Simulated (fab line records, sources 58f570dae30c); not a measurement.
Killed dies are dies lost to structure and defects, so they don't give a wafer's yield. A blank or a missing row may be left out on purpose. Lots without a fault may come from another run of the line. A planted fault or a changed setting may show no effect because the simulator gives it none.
Problem report in the 8D (eight disciplines) form, filled by code | flow berkeley_cmos170 | the parts of the form that need people (team, actions taken, sign-off) are left out

1. THE PROBLEM
cd_nm at UCB170_V2_CD_MEAS_90 reads a mean of 706.6 nm on 2 wafers of 2 lots; wafers without a fault read 699.2 nm with a standard deviation of 1.4. That is +5.3 standard deviations from the usual mean.
The step: target cd 700 nm.
First seen on wafer L610.1, day 10 03:44, on cd_sem-02. The record holds 18 wafers of 6 lots with a number at this step. Rule for "out", or "out of limits": more than 4 standard deviations from the usual mean. The other wafers with a number count as sound.

2. WHAT IT IS AND WHAT IT IS NOT
question                    | is                | is not
which readings at this step | cd_nm             | -
which lots                  | L610, L613        | L609, L618, L621, L624
which wafers of those lots  | L610.1, L613.3    | L610.4, L610.5, L613.1, L613.6
read on which gauges        | cd_sem-02         | cd_sem-01
when                        | from day 10 03:44 | up to then (5 sound wafers); but 11 sound wafers of L613, L618, L621, L624 came after

3. SUSPECTS, AND WHAT RULES EACH OUT
Counting: a tool at a process step up to the reading stays a suspect if it ran every lot that is out. Sound lots after the first of them don't rule it out here, since some wafers of a struck lot are sound.
- the gauge at UCB170_V2_CD_MEAS_90: ruled out. All the wafers that are out were read on cd_sem-02, but those of them that UCB170_V2_ETCH_14 has rows for are out there too, on other tools.
- cmp-01 at UCB170_V2_CMP_02 (polishes SiO2): kept. It ran every lot that is out, first L610 (day 10 01:54).
- rie_diel-02 at UCB170_V2_ETCH_14 (etches SiO2 in CHF3/CF4/Ar, stops on Al, target depth 1250 nm, time 291 s): kept. It ran every lot that is out, first L610 (day 10 03:28); its last sound lot up to then is L609 (day 10 01:44). Its own readings are out on those wafers: oes_product_au, run_length_s.
- Within rie_diel-02 at UCB170_V2_ETCH_14: the wafers that are out ran in chamber 0; their sound lot-mates ran in chambers 1, 2, 3.
Left after counting: cmp-01 at UCB170_V2_CMP_02, rie_diel-02 at UCB170_V2_ETCH_14.

4. THE CAUSE (what the simulator had put in)
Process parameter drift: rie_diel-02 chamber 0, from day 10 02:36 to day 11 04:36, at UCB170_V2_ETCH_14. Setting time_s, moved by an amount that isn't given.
Counting left 2 suspects, and this tool is among them.

5. THE CHAIN OF EFFECTS, in route order
Each row: a reading whose mean over the struck wafers that have a number lies more than 3 standard deviations from the usual. Only readings for which the record gives a usual standard deviation are gone through. hours: the time from each lot's start at the first step in this table that gives one to its start at this step, as a median over the lots. sigmas: the change in usual standard deviations.
hours | step                 | reading                  | usual      | on struck wafers | change | sigmas
0     | UCB170_V2_ETCH_14    | oes_product_au           | 0.870 a.u. | 0.693            | -0.177 | -15
0     | UCB170_V2_ETCH_14    | run_length_s             | 319.4 s    | 476.8            | +157.4 | +99 or more
0     | UCB170_V2_STRIP_15   | strip_time_to_endpoint_s | 15.46 s    | 11.92            | -3.54  | -35
0     | UCB170_V2_CD_MEAS_90 | cd_nm                    | 699.2 nm   | 706.6            | +7.4   | +5.3
The process steps in it:
- UCB170_V2_ETCH_14: etches SiO2 in CHF3/CF4/Ar, stops on Al, target depth 1250 nm, time 291 s.
- UCB170_V2_STRIP_15: strips in O2.

6. WHAT WOULD HAVE CAUGHT IT SOONER
In this record the first reading out of limits at a measuring or inspecting step was taken at day 10 03:44, 1 hour after the fault began at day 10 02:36.
The tool's own readings at UCB170_V2_ETCH_14 were out on every struck wafer that the step has a row for (oes_product_au, run_length_s): an alarm limit on them would have fired on the first of those.
Of the lots that are out (2), L613 began UCB170_V2_ETCH_14 on rie_diel-02 after day 10 03:44. A hold on the tool at that time would have spared it.
